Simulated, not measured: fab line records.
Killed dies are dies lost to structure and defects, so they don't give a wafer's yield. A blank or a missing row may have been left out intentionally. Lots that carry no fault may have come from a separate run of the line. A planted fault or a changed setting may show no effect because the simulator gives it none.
Which tool did it? :: flow ritCmos :: Sampling: 13 lots, 39 wafers, 2 of 202 route steps

WHAT THE GAUGES SHOWED, per wafer
The record holds no reading of a measuring or inspecting step that can be judged against a usual standard deviation.

TOOL THAT RAN EACH LOT (tool first, then ch and the chambers of the sampled wafers, then the start)
lot: L873
RIT_M1_SPUTTER_00: pvdSputter-01, day 3 04:09
RIT_M1_PROBE_99: prober-02, day 3 08:19

lot: L874
RIT_M1_SPUTTER_00: pvdSputter-04, day 3 10:13
RIT_M1_PROBE_99: prober-01, day 3 14:39

lot: L875
RIT_M1_SPUTTER_00: pvdSputter-01, day 3 15:17
RIT_M1_PROBE_99: prober-02, day 3 19:36

lot: L876
RIT_M1_SPUTTER_00: pvdSputter-04, day 3 21:02
RIT_M1_PROBE_99: prober-01, day 4 01:08

lot: L877
RIT_M1_SPUTTER_00: pvdSputter-01, day 4 01:10
RIT_M1_PROBE_99: prober-02, day 4 05:14

lot: L878
RIT_M1_SPUTTER_00: pvdSputter-04, day 4 05:12
RIT_M1_PROBE_99: prober-01, day 4 09:16

lot: L879
RIT_M1_SPUTTER_00: pvdSputter-01, day 4 09:58
RIT_M1_PROBE_99: prober-02, day 4 14:02

lot: L881
RIT_M1_SPUTTER_00: pvdSputter-04, day 4 21:47
RIT_M1_PROBE_99: prober-02, day 5 01:57

lot: L886
RIT_M1_SPUTTER_00: pvdSputter-02, day 5 21:51
RIT_M1_PROBE_99: prober-01, day 6 01:55

lot: L889
RIT_M1_SPUTTER_00: pvdSputter-04, day 6 13:00
RIT_M1_PROBE_99: prober-02, day 6 17:14

lot: L891
RIT_M1_SPUTTER_00: pvdSputter-04, day 6 22:45
RIT_M1_PROBE_99: prober-02, day 7 03:10

lot: L893
RIT_M1_SPUTTER_00: pvdSputter-04, day 7 09:22
RIT_M1_PROBE_99: prober-02, day 7 14:29

lot: L895
RIT_M1_SPUTTER_00: pvdSputter-04, day 7 18:29
RIT_M1_PROBE_99: prober-02, day 7 22:31
- RIT_M1_SPUTTER_00: material Al, target thk 400 nm, time 500 s.
- RIT_M1_PROBE_99

WHAT THE TOOLS THEMSELVES READ (means of the sampled wafers that have a number; where no wafer has one, the mark that the record gives instead)
RIT_M1_SPUTTER_00. Usual: 30.9 % for throttleValvePct, sd 1.1.
lot: L873
tool: pvdSputter-01
throttleValvePct (%): 29.1
flag: 

lot: L874
tool: pvdSputter-04
throttleValvePct (%): 31.4
flag: 

lot: L875
tool: pvdSputter-01
throttleValvePct (%): 29.0
flag: 

lot: L876
tool: pvdSputter-04
throttleValvePct (%): 31.0
flag: 

lot: L877
tool: pvdSputter-01
throttleValvePct (%): 29.3
flag: 

lot: L878
tool: pvdSputter-04
throttleValvePct (%): 32.0
flag: 

lot: L879
tool: pvdSputter-01
throttleValvePct (%): 29.5
flag: 

lot: L881
tool: pvdSputter-04
throttleValvePct (%): 31.4
flag: 

lot: L886
tool: pvdSputter-02
throttleValvePct (%): 30.5
flag: 

lot: L889
tool: pvdSputter-04
throttleValvePct (%): 31.9
flag: 

lot: L891
tool: pvdSputter-04
throttleValvePct (%): 30.8
flag: 

lot: L893
tool: pvdSputter-04
throttleValvePct (%): 30.3
flag: 

lot: L895
tool: pvdSputter-04
throttleValvePct (%): 32.0
flag: 

RIT_M1_PROBE_99. Usual: defectLimitedYield 97.3 %, standard deviation 1.3; killed_at_M0_to_M3 0.0, standard deviation 0.14; killedAtContacts 0.1, standard deviation 0.36; killedAtFrontEnd 7, standard deviation 3.4; killedDies 7, standard deviation 3.4; killedOnRim 2.0, standard deviation 1.5; killedOpen 3.3, standard deviation 2; killedShort 3.8, standard deviation 2.4; sort_bin_3_pad_short 0.1 %, standard deviation 0.24; sort_bin_5_function 1.5 %, standard deviation 0.86; sort_bin_6_memory 1.0 %, standard deviation 0.74; sortNPass 257, standard deviation 3.4; sortYieldPct 97.3 %, standard deviation 1.3.
lot: L873
tool: prober-02
defectLimitedYield (%): 97.5
killed_at_M0_to_M3: 0.0
killedAtContacts: 0.7
killedAtFrontEnd: 6
killedDies: 7
killedOnRim: 3.0
killedOpen: 3.7
killedShort: 3.0
sort_bin_3_pad_short (%): 0.1
sort_bin_5_function (%): 1.5
sort_bin_6_memory (%): 0.9
sortNPass: 257
sortYieldPct (%): 97.5
flag: 

lot: L874
tool: prober-01
defectLimitedYield (%): 97.4
killed_at_M0_to_M3: 0.0
killedAtContacts: 0.0
killedAtFrontEnd: 7
killedDies: 7
killedOnRim: 2.3
killedOpen: 3.3
killedShort: 3.3
sort_bin_3_pad_short (%): 0.3
sort_bin_5_function (%): 1.2
sort_bin_6_memory (%): 1.0
sortNPass: 257
sortYieldPct (%): 97.4
flag: 

lot: L875
tool: prober-02
defectLimitedYield (%): 97.7
killed_at_M0_to_M3: 0.0
killedAtContacts: 0.0
killedAtFrontEnd: 6
killedDies: 6
killedOnRim: 1.7
killedOpen: 3.0
killedShort: 3.0
sort_bin_3_pad_short (%): 0.0
sort_bin_5_function (%): 1.5
sort_bin_6_memory (%): 0.8
sortNPass: 258
sortYieldPct (%): 97.7
flag: 

lot: L876
tool: prober-01
defectLimitedYield (%): 97.7
killed_at_M0_to_M3: 0.0
killedAtContacts: 0.7
killedAtFrontEnd: 5
killedDies: 6
killedOnRim: 0.3
killedOpen: 1.7
killedShort: 4.0
sort_bin_3_pad_short (%): 0.0
sort_bin_5_function (%): 1.6
sort_bin_6_memory (%): 0.6
sortNPass: 258
sortYieldPct (%): 97.7
flag: 

lot: L877
tool: prober-02
defectLimitedYield (%): 97.9
killed_at_M0_to_M3: 0.0
killedAtContacts: 0.3
killedAtFrontEnd: 5
killedDies: 5
killedOnRim: 2.3
killedOpen: 2.3
killedShort: 3.0
sort_bin_3_pad_short (%): 0.0
sort_bin_5_function (%): 1.3
sort_bin_6_memory (%): 0.8
sortNPass: 259
sortYieldPct (%): 97.9
flag: 

lot: L878
tool: prober-01
defectLimitedYield (%): 96.1
killed_at_M0_to_M3: 0.3
killedAtContacts: 0.0
killedAtFrontEnd: 10
killedDies: 10
killedOnRim: 3.0
killedOpen: 5.0
killedShort: 4.3
sort_bin_3_pad_short (%): 0.1
sort_bin_5_function (%): 2.9
sort_bin_6_memory (%): 0.9
sortNPass: 254
sortYieldPct (%): 96.1
flag: 

lot: L879
tool: prober-02
defectLimitedYield (%): 97.6
killed_at_M0_to_M3: 0.0
killedAtContacts: 0.0
killedAtFrontEnd: 6
killedDies: 6
killedOnRim: 2.0
killedOpen: 3.7
killedShort: 2.7
sort_bin_3_pad_short (%): 0.0
sort_bin_5_function (%): 1.6
sort_bin_6_memory (%): 0.8
sortNPass: 258
sortYieldPct (%): 97.6
flag: 

lot: L881
tool: prober-02
defectLimitedYield (%): 97.6
killed_at_M0_to_M3: 0.0
killedAtContacts: 0.0
killedAtFrontEnd: 6
killedDies: 6
killedOnRim: 2.7
killedOpen: 3.3
killedShort: 3.0
sort_bin_3_pad_short (%): 0.3
sort_bin_5_function (%): 0.9
sort_bin_6_memory (%): 1.3
sortNPass: 258
sortYieldPct (%): 97.6
flag: 

lot: L886
tool: prober-01
defectLimitedYield (%): 91.0
killed_at_M0_to_M3: 14.0
killedAtContacts: 0.0
killedAtFrontEnd: 10
killedDies: 24
killedOnRim: 5.7
killedOpen: 4.7
killedShort: 5.0
sort_bin_3_pad_short (%): 1.8
sort_bin_5_function (%): 5.2
sort_bin_6_memory (%): 2.0
sortNPass: 240
sortYieldPct (%): 91.0
flag: OFF

lot: L889
tool: prober-02
defectLimitedYield (%): 96.1
killed_at_M0_to_M3: 0.0
killedAtContacts: 0.0
killedAtFrontEnd: 10
killedDies: 10
killedOnRim: 2.0
killedOpen: 4.3
killedShort: 6.0
sort_bin_3_pad_short (%): 0.5
sort_bin_5_function (%): 1.5
sort_bin_6_memory (%): 1.9
sortNPass: 254
sortYieldPct (%): 96.1
flag: 

lot: L891
tool: prober-02
defectLimitedYield (%): 97.2
killed_at_M0_to_M3: 0.0
killedAtContacts: 0.0
killedAtFrontEnd: 7
killedDies: 7
killedOnRim: 3.0
killedOpen: 4.3
killedShort: 2.7
sort_bin_3_pad_short (%): 0.3
sort_bin_5_function (%): 1.3
sort_bin_6_memory (%): 1.3
sortNPass: 257
sortYieldPct (%): 97.2
flag: 

lot: L893
tool: prober-02
defectLimitedYield (%): 96.3
killed_at_M0_to_M3: 0.0
killedAtContacts: 0.0
killedAtFrontEnd: 10
killedDies: 10
killedOnRim: 3.0
killedOpen: 4.0
killedShort: 5.7
sort_bin_3_pad_short (%): 0.1
sort_bin_5_function (%): 1.9
sort_bin_6_memory (%): 1.7
sortNPass: 254
sortYieldPct (%): 96.3
flag: 

lot: L895
tool: prober-02
defectLimitedYield (%): 97.5
killed_at_M0_to_M3: 0.0
killedAtContacts: 0.0
killedAtFrontEnd: 7
killedDies: 7
killedOnRim: 2.0
killedOpen: 2.7
killedShort: 4.0
sort_bin_3_pad_short (%): 0.0
sort_bin_5_function (%): 1.6
sort_bin_6_memory (%): 0.9
sortNPass: 257
sortYieldPct (%): 97.5
flag: 

THE ANSWER, worked out from the rows above alone
Rule: a lot is off if the mean of its wafers that have a number lies more than 3 standard deviations from the usual mean. Also off: a lot with no number at a reading for which 4 or more lots have one. Any other lot the step has rows for is counted as sound. The gauges are gone through in route order, then the tools' own readings, and for those a lot's mean is taken as printed above. The first step at which some lot is off is used, and at that step the reading that is off furthest; a lot without a number counts as furthest.
Off: L886 (RIT_M1_PROBE_99, killed_at_M0_to_M3).
If a tool, at that step or one of the process steps before it, ran each lot that is off and ran no sound lot following the first of them, it fits. Undecided on this evidence; 2 tools fit (pvdSputter-02 at RIT_M1_SPUTTER_00, prober-01 at RIT_M1_PROBE_99).

WHAT WAS PUT IN BY THE SIMULATOR
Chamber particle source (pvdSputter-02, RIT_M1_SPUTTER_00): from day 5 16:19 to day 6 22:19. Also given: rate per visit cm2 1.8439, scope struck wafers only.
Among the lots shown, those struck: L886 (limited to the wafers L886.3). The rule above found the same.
